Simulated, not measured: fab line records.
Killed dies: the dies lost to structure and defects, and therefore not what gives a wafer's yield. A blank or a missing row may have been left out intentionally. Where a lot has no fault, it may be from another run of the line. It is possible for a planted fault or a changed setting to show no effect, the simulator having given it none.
fab line records | flow rit_cmos
[record] lots = 6 wafers = 18 last_day = 5
route steps=202 shown SDANNEAL@156 PSD@157 NSD@158 PLDD@159 NLDD@160 SILICIDE@161 CONTACT@168 M1@202
lots that met no fault: from a run of the same line without faults
start_h: hours from the record's opening day to when the first of the lot's shown wafers began | wait_h: how many hours have passed since the lot's step before this one | " the same as in the row above | L1.1+2: a single row standing in for several wafers | - no value present, or no start provided | * or withheld: withheld | < > ~ a bound
route shown NAME@n: names a module that has steps shown in the file, with the first one's number in the route | usual: mean/standard deviation taken from wafers without a fault | same: alike in all rows | chamber/n: place in a boat | sites: each site's reading | _std_site: the standard deviation of these | _edge_site: mean of outer sites minus mean of inner sites | radius_mm: how far each site lies from the wafer's centre | mask NAME#n: copy n | behind: the most recent tool/chamber to have shaped the wafer | hold: reason for holding the lot/hours on hold/outcome of the hold | device: names the non-switching transistor (n, p or np) | end of line: the tests these same wafers got at the end of their route | a step without rows: its recipe alone | killed: dies lost to structure and defects at the first sort, not the wafer's yield | map: the dies of a wafer, with x for killed, . for not killed, _ for no die there
set.NAME: the setting as run; set.NAME@STEP: as run at that earlier step | model.NAME: the simulator's own value behind a step, which no gauge read
lots seen at some steps along the route; tables by step, rows by wafer
services: a tool's chamber out of use, with start hour (start_h, from the record's first day; less than 0 if before it), hours out, and reason
[[steps]]
[step RIT_SDANNEAL_RTA_03]
[recipe] temp_c = 1050 time_s = 5 idle_temp_c = 600 ramp_up_c_per_s = 342 ramp_down_c_per_s = 171 cool_to_c = 600 ambient = N2
[usual] ramp_up_c_per_s = 342.00/0.06 wafer_temp_C_max = 1053.5/1.1
[same] time_s = 5
// columns lot.wafer tool chamber start_h wait_h ramp_up_c_per_s wafer_temp_C_max
L656.1 rtp_anneal-02 0 54.96 0.0 342.02 1052.9
L656.2 " 0 " " 341.94 1053.2
L656.4 " 0 " " 341.97 1054.2
L658.2 rtp_anneal-02 0 63.41 0.0 342.01 1054.4
L658.3 " 0 " " 342.09 1053.5
L658.5 " 0 " " 341.97 1053.2
L663.2 rtp_anneal-01 0 89.88 0.0 341.93 1055.5
L663.5 " 0 " " 341.92 1054.5
L663.6 " 0 " " 342.02 1054.0
L664.2 rtp_anneal-02 0 94.00 0.0 341.97 1053.0
L664.4 " 0 " " 342.08 1053.7
L664.6 " 0 " " 342.01 1052.5
L667.1 rtp_anneal-01 0 111.54 0.0 341.98 1054.8
L667.5 " 0 " " 342.01 1052.4
L667.6 " 0 " " 342.03 1053.6
L670.4 rtp_anneal-02 0 123.68 0.0 341.82 1052.8
L670.5 " 0 " " 341.96 1052.6
L670.6 " 0 " " 342.02 1055.8
[step RIT_SDANNEAL_RS_MEAS_04]
[recipe] thk_meas_gauge = four-point-probe
[usual] PSD_RS = 115.9/0.33
// columns lot.wafer tool chamber start_h wait_h PSD_RS[ohm/sq]
L656.1 film_metro-01 - 55.01 0.0 115.9
L656.2 " - " " 116.1
L656.4 " - " " 115.9
L658.2 film_metro-03 - 63.48 0.1 116.4
L658.3 " - " " 116.2
L658.5 " - " " 116.5
L663.2 film_metro-03 - 89.95 0.1 116.0
L663.5 " - " " 116.1
L663.6 " - " " 115.8
L664.2 film_metro-03 - 94.07 0.1 115.9
L664.4 " - " " 116.2
L664.6 " - " " 115.9
L667.1 film_metro-03 - 111.60 0.0 115.6
L667.5 " - " " 115.6
L667.6 " - " " 116.0
L670.4 film_metro-02 - 123.77 0.1 115.8
L670.5 " - " " 116.2
L670.6 " - " " 115.9
[step RIT_SDANNEAL_RS_MEAS_05]
[recipe] thk_meas_gauge = four-point-probe
[usual] NSD_RS = 84.54/0.28
// columns lot.wafer tool chamber start_h wait_h NSD_RS[ohm/sq]
L656.1 film_metro-01 - 55.13 0.1 84.79
L656.2 " - " " 84.82
L656.4 " - " " 84.85
L658.2 film_metro-03 - 63.60 0.1 84.54
L658.3 " - " " 84.59
L658.5 " - " " 84.67
L663.2 film_metro-03 - 90.07 0.1 84.16
L663.5 " - " " 84.13
L663.6 " - " " 84.43
L664.2 film_metro-03 - 94.19 0.1 84.54
L664.4 " - " " 84.57
L664.6 " - " " 84.57
L667.1 film_metro-03 - 111.72 0.1 84.68
L667.5 " - " " 84.52
L667.6 " - " " 84.56
L670.4 film_metro-02 - 123.89 0.1 84.77
L670.5 " - " " 84.59
L670.6 " - " " 84.45
[step RIT_SDANNEAL_RS_MEAS_06]
[recipe] thk_meas_gauge = four-point-probe
[usual] PLDD_RS = 179.7/0.51
// columns lot.wafer tool chamber start_h wait_h PLDD_RS[ohm/sq]
L656.1 film_metro-01 - 55.25 0.1 180.5
L656.2 " - " " 180.0
L656.4 " - " " 179.8
L658.2 film_metro-03 - 63.72 0.1 180.0
L658.3 " - " " 180.1
L658.5 " - " " 180.3
L663.2 film_metro-03 - 90.19 0.1 179.6
L663.5 " - " " 180.1
L663.6 " - " " 179.5
L664.2 film_metro-03 - 94.31 0.1 179.7
L664.4 " - " " 180.0
L664.6 " - " " 179.6
L667.1 film_metro-03 - 111.84 0.1 180.0
L667.5 " - " " 179.4
L667.6 " - " " 180.0
L670.4 film_metro-02 - 124.01 0.1 179.4
L670.5 " - " " 179.4
L670.6 " - " " 179.3
[step RIT_SDANNEAL_RS_MEAS_07]
[recipe] thk_meas_gauge = four-point-probe
[usual] NLDD_RS = 151.3/0.5
// columns lot.wafer tool chamber start_h wait_h NLDD_RS[ohm/sq]
L656.1 film_metro-01 - 55.37 0.1 151.9
L656.2 " - " " 151.2
L656.4 " - " " 151.4
L658.2 film_metro-03 - 63.84 0.1 151.2
L658.3 " - " " 151.3
L658.5 " - " " 151.3
L663.2 film_metro-03 - 90.31 0.1 151.7
L663.5 " - " " 151.5
L663.6 " - " " 151.2
L664.2 film_metro-03 - 94.43 0.1 151.9
L664.4 " - " " 151.2
L664.6 " - " " 151.5
L667.1 film_metro-03 - 111.96 0.1 151.5
L667.5 " - " " 151.4
L667.6 " - " " 151.1
L670.4 film_metro-02 - 124.13 0.1 151.6
L670.5 " - " " 152.4
L670.6 " - " " 152.0
[step RIT_SILICIDE_WET_ETCH_00]
[recipe] chemistry = BOE target = SiO2 target_depth_nm = 14 time_s = 15 dry = n2_spin dilution = 10:1 temp_c = 21.5
[step RIT_SILICIDE_SPUTTER_01]
[recipe] material = Ti target_thk_nm = 30 power_w = 350 chamber_pressure_pa = 0.667 gas = Ar time_s = 240 substrate_temp_c = 25
[usual] throttle_valve_pct = 29.8/1.3
[same] time_s = 240
// columns lot.wafer tool chamber start_h wait_h throttle_valve_pct
L656.1 pvd_sputter-04 - 55.51 0.0 31.6
L656.2 " - " " 29.2
L656.4 " - " " 28.6
L658.2 pvd_sputter-04 - 63.95 0.0 28.5
L658.3 " - " " 30.1
L658.5 " - " " 30.3
L663.2 pvd_sputter-01 - 90.42 0.0 29.7
L663.5 " - " " 31.2
L663.6 " - " " 27.8
L664.2 pvd_sputter-04 - 94.54 0.0 29.9
L664.4 " - " " 31.8
L664.6 " - " " 29.8
L667.1 pvd_sputter-01 - 112.09 0.0 29.9
L667.5 " - " " 27.8
L667.6 " - " " 29.6
L670.4 pvd_sputter-04 - 124.20 0.0 28.7
L670.5 " - " " 30.0
L670.6 " - " " 28.3
[step RIT_SILICIDE_RS_MEAS_02]
[recipe] thk_meas_gauge = four-point-probe reads = Ti_of_SILICIDE_SPUTTER_01
[usual] SILICIDE_TI_RS = 48.2/0.89
// columns lot.wafer tool chamber start_h wait_h SILICIDE_TI_RS[ohm/sq]
L656.1 film_metro-04 - 55.66 0.1 49.5
L656.2 " - " " 48.8
L656.4 " - " " 48.5
L658.2 film_metro-02 - 64.12 0.1 48.7
L658.3 " - " " 49.1
L658.5 " - " " 48.8
L663.2 film_metro-04 - 90.59 0.1 49.6
L663.5 " - " " 47.6
L663.6 " - " " 47.4
L664.2 film_metro-02 - 94.71 0.1 48.2
L664.4 " - " " 49.9
L664.6 " - " " 48.4
L667.1 film_metro-04 - 112.24 0.1 50.1
L667.5 " - " " 48.3
L667.6 " - " " 49.7
L670.4 film_metro-04 - 124.41 0.1 48.6
L670.5 " - " " 47.8
L670.6 " - " " 48.1
[step RIT_SILICIDE_THK_MEAS_03]
[recipe] thk_meas_gauge = xrf reads = Ti_of_SILICIDE_SPUTTER_01
[usual] SILICIDE_TI_THK = 29.8/0.44
// columns lot.wafer tool chamber start_h wait_h SILICIDE_TI_THK[nm]
L656.1 film_metro-04 - 55.78 0.1 29.1
L656.2 " - " " 29.4
L656.4 " - " " 29.4
L658.2 film_metro-02 - 64.23 0.1 29.8
L658.3 " - " " 29.7
L658.5 " - " " 29.7
L663.2 film_metro-04 - 90.70 0.1 29.3
L663.5 " - " " 30.2
L663.6 " - " " 30.3
L664.2 film_metro-02 - 94.82 0.1 29.9
L664.4 " - " " 29.1
L664.6 " - " " 29.9
L667.1 film_metro-04 - 112.36 0.1 28.7
L667.5 " - " " 29.6
L667.6 " - " " 28.9
L670.4 film_metro-04 - 124.50 0.1 29.6
L670.5 " - " " 30.1
L670.6 " - " " 29.9
[step RIT_SILICIDE_RTA_04]
[recipe] temp_c = 650 time_s = 10.45 idle_temp_c = 25 ramp_up_s = 5 ramp_down_s = 5 cool_to_c = 25 ambient = N2
[usual] wafer_temp_C_max = 652.9/1
[same] time_s = 10.45
// columns lot.wafer tool chamber start_h wait_h wafer_temp_C_max
L656.1 rtp_anneal-01 0 55.84 0.1 651.8
L656.2 " 0 " " 652.4
L656.4 " 0 " " 652.0
L658.2 rtp_anneal-01 0 64.29 0.1 652.4
L658.3 " 0 " " 651.6
L658.5 " 0 " " 651.6
L663.2 rtp_anneal-02 0 90.76 0.1 654.0
L663.5 " 0 " " 653.0
L663.6 " 0 " " 653.1
L664.2 rtp_anneal-01 0 94.88 0.1 651.6
L664.4 " 0 " " 652.0
L664.6 " 0 " " 652.0
L667.1 rtp_anneal-02 0 112.42 0.1 653.0
L667.5 " 0 " " 653.3
L667.6 " 0 " " 653.9
L670.4 rtp_anneal-01 0 124.57 0.1 651.7
L670.5 " 0 " " 652.0
L670.6 " 0 " " 651.9
[step RIT_SILICIDE_WET_ETCH_05]
[recipe] chemistry = SPM target = Ti temp_c = 90 time_s = 120 dry = n2_spin
[step RIT_SILICIDE_RTA_06]
[recipe] temp_c = 750 time_s = 10 idle_temp_c = 25 ramp_up_s = 5 ramp_down_s = 10 cool_to_c = 25 ambient = N2
[usual] wafer_temp_C_max = 753.4/1.4
[same] time_s = 10
// columns lot.wafer tool chamber start_h wait_h wafer_temp_C_max
L656.1 rtp_anneal-02 0 55.94 0.0 756.3
L656.2 " 0 " " 755.0
L656.4 " 0 " " 754.0
L658.2 rtp_anneal-02 0 64.40 0.0 754.7
L658.3 " 0 " " 754.6
L658.5 " 0 " " 754.0
L663.2 rtp_anneal-01 0 90.87 0.0 751.7
L663.5 " 0 " " 752.0
L663.6 " 0 " " 752.2
L664.2 rtp_anneal-02 0 94.99 0.0 755.9
L664.4 " 0 " " 754.7
L664.6 " 0 " " 753.5
L667.1 rtp_anneal-01 0 112.53 0.0 751.6
L667.5 " 0 " " 751.9
L667.6 " 0 " " 751.3
L670.4 rtp_anneal-02 0 124.69 0.0 754.5
L670.5 " 0 " " 753.0
L670.6 " 0 " " 754.2
[step RIT_CONTACT_CVD_00]
[recipe] material = SiO2 target_thk_nm = 400 precursor = TEOS temp_c = 390 time_s = 61 rf_w = 400
[usual] heater_power_w = 319/47 rf_fwd_power_W = 396.9/1.3 susceptor_temp_C = 390.02/0.19
[same] time_s = 61
// columns lot.wafer tool chamber start_h wait_h heater_power_w rf_fwd_power_W susceptor_temp_C
L656.1 pecvd-01 0 56.01 0.1 304 397.0 390.17
L656.2 " 2 " " 289 397.4 390.17
L656.4 " 2 " " 315 398.3 390.32
L658.2 pecvd-03 0 64.46 0.0 297 395.6 389.99
L658.3 " 2 " " 320 396.0 390.15
L658.5 " 0 " " 304 394.9 390.11
L663.2 pecvd-04 2 90.93 0.0 266 393.6 389.98
L663.5 " 0 " " 326 397.4 389.94
L663.6 " 2 " " 284 395.5 390.01
L664.2 pecvd-03 1 95.04 0.0 374 396.3 390.28
L664.4 " 0 " " 309 396.0 389.90
L664.6 " 1 " " 393 395.1 389.98
L667.1 pecvd-03 1 112.60 0.1 387 396.1 389.86
L667.5 " 0 " " 314 398.0 389.54
L667.6 " 2 " " 319 398.5 390.12
L670.4 pecvd-01 0 124.75 0.0 261 394.3 389.82
L670.5 " 2 " " 365 396.7 390.22
L670.6 " 0 " " 272 395.2 390.16
[step RIT_CONTACT_THK_MEAS_01]
[recipe] reads = SiO2_of_CONTACT_CVD_00
[usual] CONTACT_TEOS_THK = 400/5.8
// columns lot.wafer tool chamber start_h wait_h CONTACT_TEOS_THK[nm]
L656.1 film_metro-01 - 56.06 0.0 391
L656.2 " - " " 388
L656.4 " - " " 395
L658.2 film_metro-01 - 64.52 0.0 403
L658.3 " - " " 402
L658.5 " - " " 408
L663.2 film_metro-04 - 90.99 0.0 390
L663.5 " - " " 400
L663.6 " - " " 399
L664.2 film_metro-04 - 95.11 0.0 400
L664.4 " - " " 364
L664.6 " - " " 409
L667.1 film_metro-03 - 112.65 0.0 394
L667.5 " - " " 360
L667.6 " - " " 397
L670.4 film_metro-01 - 124.83 0.1 398
L670.5 " - " " 400
L670.6 " - " " 402
[step RIT_CONTACT_HMDS_02]
[recipe] prime_time_s = 60 prime_temp_c = 140
[step RIT_M1_PROBE_99]
[usual] killed_at_M0_to_M3 = 0.0/0.14 killed_at_front_end = 6.3/2.8 killed_dies = 6.4/2.8 killed_open = 3.3/1.7 killed_short = 3.1/1.9
[same] gross_dies = 264 killed_at_M4_up = 0 killed_at_back_side = 0 killed_at_contacts = 0 killed_at_other = 0
// columns lot.wafer tool chamber start_h wait_h killed_at_M0_to_M3 killed_at_front_end killed_dies killed_open killed_short
L656.1 prober-02 - 63.44 0.1 0 8 8 4 4
L656.2 prober-02 - 63.49 0.1 0 6 6 4 2
L656.4 prober-02 - 63.59 0.2 0 7 7 4 3
L658.2 prober-02 - 71.02 0.1 0 8 8 3 5
L658.3 prober-02 - 71.07 0.2 0 7 7 4 3
L658.5 prober-02 - 71.17 0.2 0 7 7 5 2
L664.2 prober-02 - 103.09 0.1 1 5 6 2 4
L664.4 prober-02 - 103.19 0.2 0 8 8 6 2
L664.6 prober-02 - 103.29 0.2 0 5 5 2 3
L667.1 prober-01 - 119.21 0.1 0 6 6 3 3
L667.5 prober-01 - 119.41 0.2 0 6 6 3 3
L667.6 prober-01 - 119.46 0.2 0 6 6 3 3
L670.4 prober-02 - 131.31 0.2 1 3 4 2 2
L670.5 prober-02 - 131.36 0.2 0 5 5 4 1
L670.6 prober-02 - 131.41 0.2 0 6 6 2 4
// killed by level:class
L656.1 GATE:geometric_particle:open=2 GATE:geometric_particle:short=2 SPACER:geometric_particle:open=2 SPACER:geometric_particle:short=1 SILICIDE:geometric_particle:short=1
L656.2 GATE:geometric_particle:open=3 GATE:geometric_particle:short=1 SPACER:geometric_particle:open=1 SPACER:geometric_particle:short=1
L656.4 GATE:geometric_particle:open=2 FOX1:geometric_particle:open=1 GATE:geometric_particle:short=1 REOX:geometric_particle:short=1 SPACER:geometric_particle:open=1 SPACER:geometric_particle:short=1
L658.2 GATE:geometric_particle:short=2 GATE:geometric_particle:open=2 FOX1:geometric_particle:short=1 REOX:geometric_particle:short=1 SILICIDE:geometric_particle:short=1 SILICIDE:geometric_particle:open=1
L658.3 GATE:geometric_particle:short=2 SPACER:geometric_particle:open=2 FOX1:geometric_particle:open=1 GATE:geometric_particle:open=1 SPACER:geometric_particle:short=1
L658.5 GATE:geometric_particle:open=3 FOX2:geometric_particle:short=1 SPACER:geometric_particle:open=1 SILICIDE:geometric_particle:open=1 SILICIDE:geometric_particle:short=1
L664.2 SPACER:geometric_particle:open=2 SPACER:geometric_particle:short=2 REOX:geometric_particle:short=1 M1:geometric_particle:short=1
L664.4 GATE:geometric_particle:open=3 SPACER:geometric_particle:open=2 REOX:geometric_particle:short=1 REOX:geometric_particle:open=1 SPACER:geometric_particle:short=1
L664.6 FOX2:geometric_particle:short=1 GATE:geometric_particle:short=1 REOX:geometric_particle:open=1 SPACER:geometric_particle:open=1 SPACER:geometric_particle:short=1
L667.1 FOX1:geometric_particle:short=3 REOX:geometric_particle:open=2 GATE:geometric_particle:open=1
L667.5 REOX:geometric_particle:open=2 SPACER:geometric_particle:short=2 GATE:geometric_particle:short=1 SPACER:geometric_particle:open=1
L667.6 REOX:geometric_particle:open=2 GATE:geometric_particle:short=1 REOX:geometric_particle:short=1 SPACER:geometric_particle:short=1 SPACER:geometric_particle:open=1
L670.4 GATE:geometric_particle:short=1 GATE:geometric_particle:open=1 SPACER:geometric_particle:open=1 M1:geometric_particle:short=1
L670.5 SILICIDE:geometric_particle:open=2 FOX2:geometric_particle:open=1 GATE:geometric_particle:open=1 GATE:geometric_particle:short=1
L670.6 GATE:geometric_particle:short=4 FOX2:geometric_particle:open=1 GATE:geometric_particle:open=1
[[services]]
// columns tool chamber start_h hours kind
pvd_sputter-04 - 86.70 6.6 repair
pecvd-01 - 96.20 1.1 repair
pvd_sputter-01 - 103.62 2.4 repair
pecvd-01 1 119.46 8.4 repair
pecvd-03 - 122.09 5.5 pm
pvd_sputter-01 - 124.01 4.9 repair
[[key]]
[first_sign] step = RIT_CONTACT_THK_MEAS_01 reading = CONTACT_TEOS_THK direction = down sigmas = 6.6 usual = 400 struck = 362
effect none on later readings
met_at RIT_CONTACT_CVD_00
struck_wafers L664.4,L667.5
tester_left_out L664,L667
onset_between 64.46 95.04
[fault] kind = site_profile_drift tool = pecvd-03 chamber = 0 onset_h = 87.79 steps = RIT_CONTACT_CVD_00 basis = fraction max_abs_drift = 0.25126 slope_share_per_hr = 55.837 site_pattern = 0,0,0,0,0,-1,-1,-1,-1
// tester_left_out: of these lots the tester's yield and bins aren't shown, on N5 and GAA mostly nor the transistor test; their killed dies are dies lost to structure and defects alone, not to doping, threshold or leakage, so they don't give the yield
